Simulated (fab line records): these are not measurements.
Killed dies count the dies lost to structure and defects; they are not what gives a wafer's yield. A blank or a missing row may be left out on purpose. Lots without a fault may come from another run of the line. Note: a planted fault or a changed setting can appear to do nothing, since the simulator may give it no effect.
The same fault as seen by 2 desks    flow berkeleyCmos170    each desk holds nothing but its own numbers, with what lay behind them at the end

AT THE TOOL OWNER'S DESK: implanter-02
The tool's own readings at UCB170_NVT_IMPLANT_07, given as means over the sampled wafers that have a number, one for each lot that went through this tool. The brackets show how far a lot's mean lies from the usual mean; more than 4 standard deviations puts the lot out of limits, marked OUT.
Columns: A = doseIonsCm2 at UCB170_NVT_IMPLANT_07, usual 3e+12; B = endStationPressureTorr at UCB170_NVT_IMPLANT_07, usual 5.02e-06 Torr; C = faradayCurrentUA at UCB170_NVT_IMPLANT_07, usual 9.53
lot   first seen here  A                        B         C
L724  day 5 15:36      3e+12                    5.12e-06  9.63
L726  day 6 05:46      3e+12                    4.98e-06  9.56
L729  day 6 13:53      3e+12                    4.84e-06  9.61
L730  day 7 04:04      3e+12                    4.97e-06  9.61
L733  day 8 01:34      3e+12                    5.27e-06  9.44
L742  day 9 19:44      2e+12 (-99 or more) OUT  5.09e-06  7.38 (-12) OUT
L744  day 10 05:11     2e+12 (-99 or more) OUT  5.02e-06  7.32 (-12) OUT
This desk's finding: out of limits on L742, L744; first on L742, day 9 19:44 (doseIonsCm2 at UCB170_NVT_IMPLANT_07). In limits: L724, L726, L729, L730, L733.

AT THE METROLOGY DESK
Means of the sampled wafers that have a number, per lot and without regard to the tool the lot ran on: this is what the gauges read. The brackets show how far a lot's mean lies from the usual mean; more than 4 standard deviations puts the lot out of limits, marked OUT.
Columns: A = NVT_TW at UCB170_NVT_TW_MEAS_09, usual 519
lot   first seen here  A
L723  day 5 04:04      518
L724  day 5 15:51      521
L725  day 5 16:07      519
L726  day 6 06:01      520
L727  day 6 13:50      519
L729  day 6 14:11      518
L730  day 7 04:19      520
L733  day 8 01:49      521
L734  day 8 07:26      522
L740  day 9 06:21      514
L742  day 9 19:58      476 (-10) OUT
L744  day 10 05:25     477 (-9.9) OUT
L745  day 10 05:42     520
L746  day 10 05:58     515
This desk finds L742, L744 out of limits, with the earliest case on L742 at day 9 19:58 (NVT_TW at UCB170_NVT_TW_MEAS_09). In limits: L723, L724, L725, L726, L727, L729, L730, L733, L734, L740, L745, L746.

TAKEN TOGETHER
The tool owner's desk had the chance to raise an alarm at day 9 19:44 on L742, L744.
L742, L744 would have let the metrology desk raise an alarm at day 9 19:58.
The lots listed all ran UCB170_NVT_IMPLANT_07 on implanter-02.

WHAT WAS PUT IN BY THE SIMULATOR
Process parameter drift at UCB170_NVT_IMPLANT_07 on implanter-02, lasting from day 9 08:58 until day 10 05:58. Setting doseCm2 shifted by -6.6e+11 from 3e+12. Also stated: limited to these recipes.
Shown lots that were struck: L742, L744.
Hours from the fault's start to each desk's first reading out of limits: the tool owner's desk, 11; the metrology desk, 11.
